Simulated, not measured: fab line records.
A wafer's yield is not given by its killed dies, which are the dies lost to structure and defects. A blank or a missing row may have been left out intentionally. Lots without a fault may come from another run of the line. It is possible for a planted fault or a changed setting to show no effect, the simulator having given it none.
Which tool did it? ; flow berkeley-cmos170 ; 15 lots, 45 wafers sampled, at 5 steps of a route of 331

== WHAT THE GAUGES READ, wafer by wafer ==
UCB170_PWELL_THK_MEAS_03.
lot;measured;on;PWELL_OXIDE_THK (nm)
L411;day 3 01:20;film-metro-04;27.3 27.4 27.5
L412;day 3 11:22;film-metro-01;26.3 27.0 26.1
L414;day 3 22:29;film-metro-04;26.3 26.0 26.4
L415;day 4 03:59;film-metro-04;26.2 26.3 25.8
L416;day 4 03:59;film-metro-02;26.0 26.2 26.4
L417;day 4 16:07;film-metro-01;26.7 26.8 27.3
L418;day 4 16:07;film-metro-04;27.1 27.0 26.8
L421;day 5 03:23;film-metro-04;27.1 27.4 26.9
L420;day 5 03:25;film-metro-01;26.4 26.7 26.7
L422;day 5 11:41;film-metro-01;26.9 26.6 26.7
L426;day 6 11:05;film-metro-02;25.9 26.0 26.5
L429;day 7 04:39;film-metro-01;26.7 27.2 27.0
L430;day 7 04:40;film-metro-04;26.8 26.7 26.7
L432;day 7 12:15;film-metro-02;26.6 26.7 26.4
L431;day 7 12:16;film-metro-04;27.2 27.0 27.2

UCB170_SACOX_THK_MEAS_02.
lot;measured;on;SACOX_OXIDE_THK (nm)
L411;day 5 18:53;film-metro-04;14.4 14.4 14.3
L412;day 6 09:44;film-metro-03;14.2 14.2 14.1
L414;day 6 21:41;film-metro-02;14.0 14.2 14.1
L415;day 6 21:41;film-metro-03;14.3 14.2 14.3
L416;day 6 21:41;film-metro-04;13.7 13.4 13.4
L417;day 7 16:55;film-metro-02;14.6 14.6 14.8
L418;day 7 16:55;film-metro-03;14.4 14.5 14.4
L421;day 8 01:17;film-metro-03;14.6 14.4 14.9
L420;day 8 01:18;film-metro-02;14.9 15.2 15.0
L422;day 8 06:58;film-metro-04;14.7 14.6 14.7
L426;day 9 13:14;film-metro-03;13.9 14.1 13.9
L429;day 10 03:10;film-metro-02;14.2 14.2 14.2
L430;day 10 03:10;film-metro-04;14.4 14.5 14.6
L432;day 10 14:05;film-metro-04;14.2 13.9 14.0
L431;day 10 14:07;film-metro-03;14.0 13.9 14.2

UCB170_PVT_OVL_MEAS_06.
lot;measured;on;PVT_OVL (nm)
L411;day 6 11:46;overlay-02;-13 -14 -8
L412;day 6 23:28;overlay-02;-6 3 9
L414;day 7 14:41;overlay-01;-4 6 0
L415;day 7 15:31;overlay-02;6 -2 -2
L416;day 7 14:34;overlay-02;-8 5 -6
L417;day 8 11:49;overlay-01;8 5 4
L418;day 8 11:59;overlay-01;-14 -8 -14
L421;day 8 17:36;overlay-01;0 -3 -2
L420;day 8 17:53;overlay-02;-3 -10 3
L422;day 9 00:03;overlay-01;1 3 2
L426;day 10 04:55;overlay-02;-3 -17 -11
L429;day 10 20:32;overlay-01;-6 -1 3
L430;day 10 19:47;overlay-02;7 -5 10
L432;day 11 07:49;overlay-02;3 0 8
L431;day 11 07:35;overlay-01;1 -2 -1

== TOOL THAT RAN EACH LOT (tool first, then ch and the chambers of the sampled wafers, then the start) ==
lot;UCB170_PWELL_ETCH_14;UCB170_PWELL_STRIP_16
L411;rie-diel-01 ch 1,3, day 3 10:24;plasma-asher-01 ch 0,1, day 3 10:39
L412;rie-diel-01 ch 0,1, day 3 23:23;plasma-asher-04 ch 0,1, day 3 23:41
L414;rie-diel-03 ch 0,2, day 4 07:06;plasma-asher-01 ch 0, day 4 07:21
L415;rie-diel-02 ch 0,1,2, day 4 11:43;plasma-asher-03 ch 0,1, day 4 11:58
L416;rie-diel-03 ch 1,3, day 4 11:55;plasma-asher-04 ch 0,1, day 4 12:10
L417;rie-diel-03 ch 0,2,3, day 5 02:15;plasma-asher-01 ch 0,1, day 5 02:30
L418;rie-diel-02 ch 1,3, day 5 02:32;plasma-asher-04 ch 0,1, day 5 02:50
L421;rie-diel-01 ch 0,1, day 5 11:13;plasma-asher-01 ch 0, day 5 11:28
L420;rie-diel-02 ch 1,2, day 5 11:35;plasma-asher-03 ch 0,1, day 5 11:52
L422;rie-diel-02 ch 1,2,3, day 5 18:58;plasma-asher-04 ch 0,1, day 5 19:16
L426;rie-diel-01 ch 0,2,3, day 6 18:56;plasma-asher-03 ch 0,1, day 6 19:11
L429;rie-diel-03 ch 0,2, day 7 14:07;plasma-asher-04 ch 1, day 7 14:22
L430;rie-diel-01 ch 0,2,3, day 7 14:00;plasma-asher-03 ch 0,1, day 7 14:15
L432;rie-diel-03 ch 0,1,2, day 7 22:31;plasma-asher-01 ch 0,1, day 7 22:46
L431;rie-diel-01 ch 1,2,3, day 7 22:47;plasma-asher-03 ch 0,1, day 7 23:04
- UCB170_PWELL_ETCH_14: etches Si3N4 in CH3F/Ar/O2, stops on SiO2, target depth 242 nm, time 151 s.
- UCB170_PWELL_STRIP_16: strips in O2.

== AS READ BY THE TOOLS THEMSELVES (means over the sampled wafers that have a number; for cases with no such wafer, the mark the record gives instead) ==
UCB170_PWELL_ETCH_14.
lot;tool;drypump-motor-current-A (A);oes-product-au (a.u.);rf-fwd-power-W (W);throttle-valve-pct (%)
L411;rie-diel-01;5.9;0.932;430.5;7.96
L412;rie-diel-01;6.4;0.934;429.9;7.95
L414;rie-diel-03;5.6;0.922;430.8;8.07
L415;rie-diel-02;5.8;0.964;429.9;8.14
L416;rie-diel-03;5.5;0.947;430.5;8.06
L417;rie-diel-03;5.5;0.941;430.3;8.05
L418;rie-diel-02;6.0;0.892;429.7;8.16
L421;rie-diel-01;6.5;0.931;431.5;7.97
L420;rie-diel-02;5.7;0.912;431.5;7.96
L422;rie-diel-02;5.8;0.889;429.7;8.06
L426;rie-diel-01;6.0;0.939;430.4;8.07
L429;rie-diel-03;5.7;0.932;430.2;8.04
L430;rie-diel-01;6.0;0.937;431.0;8.08
L432;rie-diel-03;5.7;0.942;430.4;8.09
L431;rie-diel-01;5.8;0.946;431.3;8.03

UCB170_PWELL_STRIP_16.
lot;tool;drypump-motor-current-A (A);oes-product-au (a.u.);strip-time-to-endpoint-s (s)
L411;plasma-asher-01;5.87;0.723;18.31
L412;plasma-asher-04;5.43;0.723;18.33
L414;plasma-asher-01;5.90;0.721;18.08
L415;plasma-asher-03;5.74;0.722;18.16
L416;plasma-asher-04;5.65;0.723;18.07
L417;plasma-asher-01;5.90;0.720;18.02
L418;plasma-asher-04;5.64;0.720;17.95
L421;plasma-asher-01;5.89;0.724;18.31
L420;plasma-asher-03;5.75;0.718;17.86
L422;plasma-asher-04;5.42;0.719;17.92
L426;plasma-asher-03;5.75;0.722;18.19
L429;plasma-asher-04;5.86;0.721;18.09
L430;plasma-asher-03;5.73;0.721;18.28
L432;plasma-asher-01;5.89;0.721;18.22
L431;plasma-asher-03;5.72;0.722;18.28

== THE ANSWER, worked out from the rows above alone ==
Rule: what is usual is taken from the lots themselves. The widest of any qualifying gaps counts: lots, ordered by their means at a reading, are off when they make up no more than a third of the lots, leave a main group of 4 or more, and stand apart from it by 3 or more times the standard deviation of that group's means. The tables above print the reading to a certain number of digits; a main group whose means all agree to those digits is not used. A lot without any number at a reading at which 4 lots or more have one is off too. All remaining lots with rows at the step are treated as sound. Order of review: gauges by route order, followed by the tools' own readings, for which a lot's mean as printed above is used. The first step at which some lot is off is used, and at that step the reading that is off furthest; a lot without a number counts as furthest.
Nothing can be told from this: no lot is off at any reading shown.

== WHAT HAD BEEN PUT IN BY THE SIMULATOR ==
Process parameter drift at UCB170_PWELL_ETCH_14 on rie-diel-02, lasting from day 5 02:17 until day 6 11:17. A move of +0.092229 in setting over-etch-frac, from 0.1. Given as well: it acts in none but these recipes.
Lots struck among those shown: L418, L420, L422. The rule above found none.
